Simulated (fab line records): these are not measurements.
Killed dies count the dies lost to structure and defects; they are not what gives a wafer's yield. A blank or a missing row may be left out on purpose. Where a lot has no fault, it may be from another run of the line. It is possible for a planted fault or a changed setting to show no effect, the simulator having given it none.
A lot that was struck, set against a sound lot | flow rit cmos | 15 out of 202 route steps
Sound: the wafers L248.2, L248.3, L248.5. Wafers struck: L256.1, L256.4, L256.5. At the end, the cause is stated.
Order at every step that has rows: each side's tool, ch and its chambers, its first start. Under that, the readings that differ: sound wafers | struck wafers | difference of the means | sigmas: that difference in standard deviations of wafers without a fault.
alike: readings whose means differ by less than 2 such deviations, and words and numbers that are the same on both sides. not compared: withheld readings, readings that some wafer has no value for, bounds like >300 that may hide the same value, and numbers for which the record gives no deviation and whose values overlap.
Wherever a step has rows on one side only, a row that says differs or no value, or a row with sigmas, the two part there. Numbers that don't overlap but have no deviation are shown without sigmas and don't part them. A reading that every wafer of one side lacks parts them only if that side has two wafers or more.

first, 2 steps without rows for these wafers: RIT_SDANNEAL_CLEAN_01 (cleans in dHF, time 29.45 s); RIT_SDANNEAL_CLEAN_02 (cleans in SC2, time 600 s).
RIT_SDANNEAL_RTA_03: time 5 s.
  sound on rtp anneal-01 ch 0, day 3 05:11; struck on rtp anneal-01 ch 0, day 4 19:53
  alike: wafer_temp_C_max
RIT_SDANNEAL_RS_MEAS_04: measures by four-point-probe.
  struck on film metro-02, day 4 19:56; sound on film metro-03, day 3 05:15
  reading         | sound             | struck            | difference | sigmas
  PSD_RS (ohm/sq) | 116.4 116.4 116.6 | 115.6 116.0 115.6 | -0.7       | -2
RIT_SDANNEAL_RS_MEAS_05: measures by four-point-probe.
  struck on film metro-02, day 4 20:03; sound on film metro-03, day 3 05:22
  alike: NSD_RS
RIT_SDANNEAL_RS_MEAS_06: measures by four-point-probe.
  struck on film metro-02, day 4 20:10; sound on film metro-03, day 3 05:29
  alike: PLDD_RS
RIT_SDANNEAL_RS_MEAS_07: measures by four-point-probe.
  struck on film metro-02, day 4 20:17; sound on film metro-03, day 3 05:37
  reading          | sound             | struck            | difference | sigmas
  NLDD_RS (ohm/sq) | 151.7 152.0 152.4 | 150.4 151.1 150.9 | -1.2       | -2
then, 1 step without rows for these wafers: RIT_SILICIDE_WET_ETCH_00 (etches SiO2 in BOE, target depth 14 nm, time 15 s).
RIT_SILICIDE_SPUTTER_01: material Ti, target thk 30 nm, time 240 s.
  struck on pvd sputter-04, day 4 20:26; sound on pvd sputter-01, day 3 05:43
  reading                | sound          | struck         | difference | sigmas
  throttle valve pct (%) | 31.2 31.2 31.4 | 28.6 29.1 29.0 | -2.4       | -3
RIT_SILICIDE_RS_MEAS_02: measures by four-point-probe.
  struck on film metro-01, day 4 20:35; sound on film metro-03, day 3 05:53
  alike: SILICIDE_TI_RS
RIT_SILICIDE_THK_MEAS_03: measures by xrf.
  struck on film metro-01, day 4 20:42; sound on film metro-03, day 3 06:00
  alike: SILICIDE_TI_THK
RIT_SILICIDE_RTA_04: time 10 s, ramp up 5 s, ramp down 5 s.
  sound on rtp anneal-02 ch 0, day 3 06:04; struck on rtp anneal-02 ch 0, day 4 20:46
  alike: wafer_temp_C_max
RIT_SILICIDE_WET_ETCH_05: etches Ti in SPM, time 120 s.
  sound on wet bench-03 ch 3, day 3 06:07; struck on wet bench-04 ch 0, day 4 20:49
  no value came back on the struck wafers for bath guard temp C (C), bath heat duty pct (%); on the sound wafers bath guard temp C (C) reads 89.9 89.8 89.9
RIT_SILICIDE_RTA_06: time 10 s, ramp up 5 s, ramp down 10 s.
  sound on rtp anneal-01 ch 0, day 3 06:10; struck on rtp anneal-01 ch 0, day 4 20:52
  alike: wafer_temp_C_max
RIT_M1_PROBE_99:
  struck on prober-02, day 5 03:27; sound on prober-01, day 3 12:52
  reading             | sound   | struck      | difference | sigmas
  killed at front end | 11 12 5 | 264 263 264 | +254       | +88
  killed dies         | 11 12 5 | 264 264 264 | +255       | +85
  killed on rim       | 2 4 3   | 70 70 70    | +67        | +48
  alike: killed at contacts, killed open, killed short

== WHERE THEY PART ==
Earliest at RIT_SDANNEAL_RS_MEAS_04; latest, in this record, at RIT_M1_PROBE_99.

WHY: whatever the simulator had introduced
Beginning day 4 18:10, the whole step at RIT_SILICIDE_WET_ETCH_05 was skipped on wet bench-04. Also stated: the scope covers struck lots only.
